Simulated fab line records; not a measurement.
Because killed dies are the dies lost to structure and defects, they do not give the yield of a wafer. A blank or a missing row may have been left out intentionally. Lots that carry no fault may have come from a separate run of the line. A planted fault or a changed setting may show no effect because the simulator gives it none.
fab line records ; flow ritCmos
record lots=7; wafers=21; lastDay=7
route steps=202 shown NLDD@105 PLDD@114
lots that met no fault: taken from a fault-free run of the same line
startH: hours from the record's opening day to when the first of the lot's shown wafers began ; waitH: time in hours since the lot's previous step ; " same as the row above ; L1.1+2: one row covering several wafers at once ; - either no value or no given start ; * or withheld: withheld ; < > ~ a bound
route shown NAME@n: names a module that has steps shown in the file, with the first one's number in the route ; usual: mean/standard deviation taken from wafers without a fault ; same: alike in all rows ; chamber/n: place in a boat ; sites: the reading at each site ; _std_site: their standard deviation ; _edge_site: inner sites' mean taken away from outer sites' mean ; radiusMm: how far each site lies from the wafer's centre ; mask NAME#n: copy n ; behind: tool/chamber where the wafer was last shaped ; hold: the reason the lot was held/the length of the hold in hours/how it ended ; device: which transistor (n, p or np) failed to switch ; end of line: the same wafers' tests at the end of the route ; a step given without rows: its recipe and nothing more ; killed: at the first sort, the dies lost to defects and structure; wafer yield is something else ; map: the dies of a wafer, with x for killed, . for not killed, _ for no die there
set.NAME: setting as actually run; set.NAME@STEP: the setting as run at that earlier step ; model.NAME: the simulator's own value behind a step, which no gauge read
certain route steps with their lots: each step a table, each wafer a row
services: a tool's chamber out of use, with start hour (startH, from the record's first day; less than 0 if before it), hours out, and reason
## steps
# step RIT_NLDD_SOFTBAKE_02
# recipe resist=NOVOLAK; tempC=90; timeS=60
# step RIT_NLDD_EXPOSE_03
# recipe maskId=M7; na=0.57; targetCdNm=40700; doseMj=250
# step RIT_NLDD_PEB_04
# recipe resist=NOVOLAK; tempC=withheld; timeS=withheld
# step RIT_NLDD_DEVELOP_05
# recipe resist=NOVOLAK; developTimeS=50; devTempC=23
# step RIT_NLDD_OVL_MEAS_06
# usual NLDD_OVL=0.2/1.5
lot.wafer;tool;chamber;startH;waitH;NLDD_OVL[nm]
L414.1;overlay-01;-;47.20;-;-1.0
L414.4;overlay-01;-;47.20;-;-0.2
L414.6;overlay-01;-;47.20;-;-1.7
L422.2;overlay-01;-;87.32;-;3.0
L422.3;overlay-01;-;87.32;-;3.5
L422.6;overlay-01;-;87.32;-;0.9
L423.2;overlay-01;-;92.73;-;0.9
L423.4;overlay-01;-;92.73;-;0.5
L423.6;overlay-01;-;92.73;-;0.1
L424.1;overlay-02;-;96.59;-;1.3
L424.2;overlay-02;-;96.59;-;1.5
L424.4;overlay-02;-;96.59;-;-0.1
L429.1;overlay-01;-;121.36;-;0.3
L429.3;overlay-01;-;121.36;-;1.0
L429.5;overlay-01;-;121.36;-;0.0
L433.1;overlay-02;-;141.94;-;1.6
L433.5;overlay-02;-;141.94;-;0.4
L433.6;overlay-02;-;141.94;-;-0.4
L434.1;overlay-02;-;145.75;-;0.0
L434.5;overlay-02;-;145.75;-;-0.9
L434.6;overlay-02;-;145.75;-;-3.2
# step RIT_NLDD_HARDBAKE_07
# recipe resist=NOVOLAK; tempC=140; timeS=60
# step RIT_NLDD_IMPLANT_08
# recipe species=P; energyKev=20; doseCm2=5e+14; tiltDeg=7
# step RIT_NLDD_STRIP_09
# recipe chemistry=O2; timeS=180; resist=NOVOLAK; platenTempC=withheld; powerW=500; pressureMtorr=4000; o2FlowSccm=4000
# usual drypumpMotorCurrentA=5.5/0.35
lot.wafer;tool;chamber;startH;waitH;drypumpMotorCurrentA;rfHoursCounterH
L414.1;plasmaAsher-04;0;47.53;0.1;5.5;24
L414.4;plasmaAsher-04;1;47.53;0.1;5.3;-
L414.6;plasmaAsher-04;1;47.53;0.1;5.3;-
L422.2;plasmaAsher-01;0;87.65;0.1;5.5;45
L422.3;plasmaAsher-01;0;87.65;0.1;5.5;-
L422.6;plasmaAsher-01;0;87.65;0.1;5.5;-
L423.2;plasmaAsher-04;0;93.06;0.1;5.5;29
L423.4;plasmaAsher-04;1;93.06;0.1;5.2;-
L423.6;plasmaAsher-04;1;93.06;0.1;5.2;-
L424.1;plasmaAsher-04;1;96.93;0.1;5.2;30
L424.2;plasmaAsher-04;0;96.93;0.1;5.5;30
L424.4;plasmaAsher-04;0;96.93;0.1;5.5;-
L429.1;plasmaAsher-04;1;121.70;0.1;5.2;33
L429.3;plasmaAsher-04;1;121.70;0.1;5.3;-
L429.5;plasmaAsher-04;0;121.70;0.1;5.5;-
L433.1;plasmaAsher-01;1;142.28;0.1;6.2;3
L433.5;plasmaAsher-01;0;142.28;0.1;5.5;-
L433.6;plasmaAsher-01;1;142.28;0.1;6.2;-
L434.1;plasmaAsher-03;1;146.09;0.1;5.1;52
L434.5;plasmaAsher-03;0;146.09;0.1;5.4;-
L434.6;plasmaAsher-03;1;146.09;0.1;5.1;-
# step RIT_NLDD_TW_MEAS_10
# usual NLDD_TW=2487/14
lot.wafer;tool;chamber;startH;waitH;NLDD_TW
L414.1;filmMetro-03;-;47.71;0.1;2479
L414.4;filmMetro-03;-;47.71;0.1;2473
L414.6;filmMetro-03;-;47.71;0.1;2471
L422.2;filmMetro-03;-;87.83;0.1;2480
L422.3;filmMetro-03;-;87.83;0.1;2457
L422.6;filmMetro-03;-;87.83;0.1;2457
L423.2;filmMetro-04;-;93.24;0.1;2510
L423.4;filmMetro-04;-;93.24;0.1;2483
L423.6;filmMetro-04;-;93.24;0.1;2510
L424.1;filmMetro-04;-;97.10;0.1;2497
L424.2;filmMetro-04;-;97.10;0.1;2483
L424.4;filmMetro-04;-;97.10;0.1;2490
L429.1;filmMetro-03;-;121.88;0.1;2459
L429.3;filmMetro-03;-;121.88;0.1;2483
L429.5;filmMetro-03;-;121.88;0.1;2467
L433.1;filmMetro-01;-;142.45;0.1;2501
L433.5;filmMetro-01;-;142.45;0.1;2482
L433.6;filmMetro-01;-;142.45;0.1;2496
L434.1;filmMetro-01;-;146.27;0.1;2484
L434.5;filmMetro-01;-;146.27;0.1;2484
L434.6;filmMetro-01;-;146.27;0.1;2488
# step RIT_PLDD_HMDS_00
# recipe primeTimeS=60; primeTempC=140
# step RIT_PLDD_COAT_01
# recipe resist=NOVOLAK; spinRpm=3250; resistThkNm=1000
# step RIT_PLDD_SOFTBAKE_02
# recipe resist=NOVOLAK; tempC=90; timeS=60
# step RIT_PLDD_EXPOSE_03
# recipe maskId=M8; na=0.57; targetCdNm=40900; doseMj=250
# usual exposureDoseMJCm2=250.01/0.22; focusOffsetNm=0.0/0.51
lot.wafer;tool;chamber;startH;waitH;mask;exposureDoseMJCm2;focusOffsetNm
L414.1;ilineStepper-02;0;48.34;0.2;M8#0;250.11;0.3
L414.4;ilineStepper-02;0;48.34;0.2;M8#0;249.89;-0.1
L414.6;ilineStepper-02;0;48.34;0.2;M8#0;249.89;0.4
L422.2;ilineStepper-02;-;88.35;0.1;M8#0;-;-
L422.3;ilineStepper-02;-;88.35;0.1;M8#0;-;-
L422.6;ilineStepper-02;-;88.35;0.1;M8#0;-;-
L423.2;ilineStepper-01;-;93.89;0.2;M8#0;-;-
L423.4;ilineStepper-01;-;93.89;0.2;M8#0;-;-
L423.6;ilineStepper-01;-;93.89;0.2;M8#0;-;-
L424.1;ilineStepper-01;-;97.61;0.1;M8#0;-;-
L424.2;ilineStepper-01;-;97.61;0.1;M8#0;-;-
L424.4;ilineStepper-01;-;97.61;0.1;M8#0;-;-
L429.1;ilineStepper-01;0;122.51;0.2;M8#0;250.24;0.5
L429.3;ilineStepper-01;0;122.51;0.2;M8#0;250.36;-0.2
L429.5;ilineStepper-01;0;122.51;0.2;M8#0;250.11;0.5
L433.1;ilineStepper-01;0;142.96;0.1;M8#0;250.33;0.2
L433.5;ilineStepper-01;0;142.96;0.1;M8#0;250.32;0.3
L433.6;ilineStepper-01;0;142.96;0.1;M8#0;250.20;0.9
L434.1;ilineStepper-01;0;146.78;0.1;M8#0;250.11;-0.3
L434.5;ilineStepper-01;0;146.78;0.1;M8#0;250.34;-0.4
L434.6;ilineStepper-01;0;146.78;0.1;M8#0;249.98;0.2
# step RIT_PLDD_PEB_04
# recipe resist=NOVOLAK; tempC=withheld; timeS=withheld
## services
tool;chamber;startH;hours;kind
plasmaAsher-04;-;30.02;10.5;repair
ilineStepper-01;0;42.21;-;calibration
ilineStepper-01;-;45.80;2.1;pm
ilineStepper-01;-;47.88;-;consumableReplace:lamp
plasmaAsher-01;-;48.14;0.6;repair
ilineStepper-01;-;48.14;11.8;repair
plasmaAsher-01;-;108.75;9.0;pm
plasmaAsher-01;0;108.75;9.0;ventCycle
plasmaAsher-01;1;108.75;9.0;ventCycle
ilineStepper-02;-;110.06;4.4;repair
plasmaAsher-01;-;111.80;4.2;repair
plasmaAsher-01;0;117.75;-;clean
plasmaAsher-01;1;117.75;-;clean
ilineStepper-01;-;123.65;1.7;pm
ilineStepper-01;-;126.06;9.4;repair
## key
firstSign step=RIT_PLDD_EXPOSE_03; reading=toolRecord; direction=missing
effect none on later readings
metAt RIT_PLDD_EXPOSE_03
struckWafers L422.2,L422.3,L422.6,L423.2,L423.4,L423.6,L424.1,L424.2,L424.4
sortLeftOut L422.2,L422.3,L422.6,L423.2,L423.4,L423.6,L424.1,L424.2,L424.4
testerLeftOut L422,L423,L424
onsetBetween 48.34 88.35
fault kind=skippedStepWhole; tool=ilineStepper-01,ilineStepper-02; chamber=-; onsetH=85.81; steps=RIT_PLDD_EXPOSE_03; scope=struckLotsOnly
# testerLeftOut: of these lots the tester's yield and bins aren't shown, on N5 and GAA mostly nor the transistor test; their killed dies are dies lost to structure and defects alone, not to doping, threshold or leakage, so they don't give the yield
# sortLeftOut: the simulated sort isn't trusted on such a fault, so these wafers' sort isn't shown, and their yield isn't known
